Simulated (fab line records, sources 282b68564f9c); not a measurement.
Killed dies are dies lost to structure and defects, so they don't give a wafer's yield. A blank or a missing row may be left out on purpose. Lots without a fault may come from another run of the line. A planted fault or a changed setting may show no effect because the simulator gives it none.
Problem report in the 8D (eight disciplines) form, filled by code | flow rit_cmos | the parts of the form that need people (team, actions taken, sign-off) are left out

1. THE PROBLEM
killed_at_front_end at RIT_M1_PROBE_99 reads a mean of 189 on 6 wafers of 2 lots; wafers without a fault read 8 with a standard deviation of 3.1. That is +58 standard deviations from the usual mean.
First seen on wafer L127.1, day 6 02:25, on prober-02. The record holds 9 wafers of 3 lots with a number at this step. Rule for "out", or "out of limits": more than 4 standard deviations from the usual mean. The other wafers with a number count as sound.

2. WHAT IT IS AND WHAT IT IS NOT
question                    | is                                              | is not
which readings at this step | killed_at_front_end, killed_dies, killed_on_rim | killed_at_contacts
which lots                  | L127, L128                                      | L133
which wafers of those lots  | all that have a number                          | -
read on which tools         | prober-01, prober-02                            | -
when                        | from day 6 02:25                                | up to then (0 sound wafers); but 3 sound wafers of L133 came after

3. SUSPECTS, AND WHAT RULES EACH OUT
Counting: a tool at a process step up to the reading stays a suspect if it ran every lot that is out and no sound lot after the first of them.
- litho_track-04 at RIT_ACTIVE_DEVELOP_10 (develop time 50 s): kept. It ran every lot that is out, first L127 (day 4 04:00), and no sound lot after that.
Left after counting: litho_track-04 at RIT_ACTIVE_DEVELOP_10.

4. THE CAUSE (what the simulator had put in)
Process parameter drift: litho_track-04, from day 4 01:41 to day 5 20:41, at RIT_ACTIVE_DEVELOP_10. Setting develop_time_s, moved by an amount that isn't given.
Counting left only this tool.

5. THE CHAIN OF EFFECTS, in route order
Each row: a reading whose mean over the struck wafers that have a number lies more than 3 standard deviations from the usual. Only readings for which the record gives a usual standard deviation are gone through. hours: the time from each lot's start at the first step in this table that gives one to its start at this step, as a median over the lots. sigmas: the change in usual standard deviations.
hours | step            | reading             | usual | on struck wafers | change | sigmas
0     | RIT_M1_PROBE_99 | killed_at_front_end | 8     | 189              | +181   | +58
0     | RIT_M1_PROBE_99 | killed_dies         | 8     | 189              | +181   | +56
0     | RIT_M1_PROBE_99 | killed_on_rim       | 2.1   | 68.0             | +65.9  | +41
The process steps in it:
- RIT_M1_PROBE_99

6. WHAT WOULD HAVE CAUGHT IT SOONER
In this record the first reading out of limits was taken at day 6 02:25, 49 hours after the fault began at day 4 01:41.
All the lots that are out (2) had begun RIT_ACTIVE_DEVELOP_10 on litho_track-04 by day 6 02:25. A hold on the tool at that time would have spared none of them.
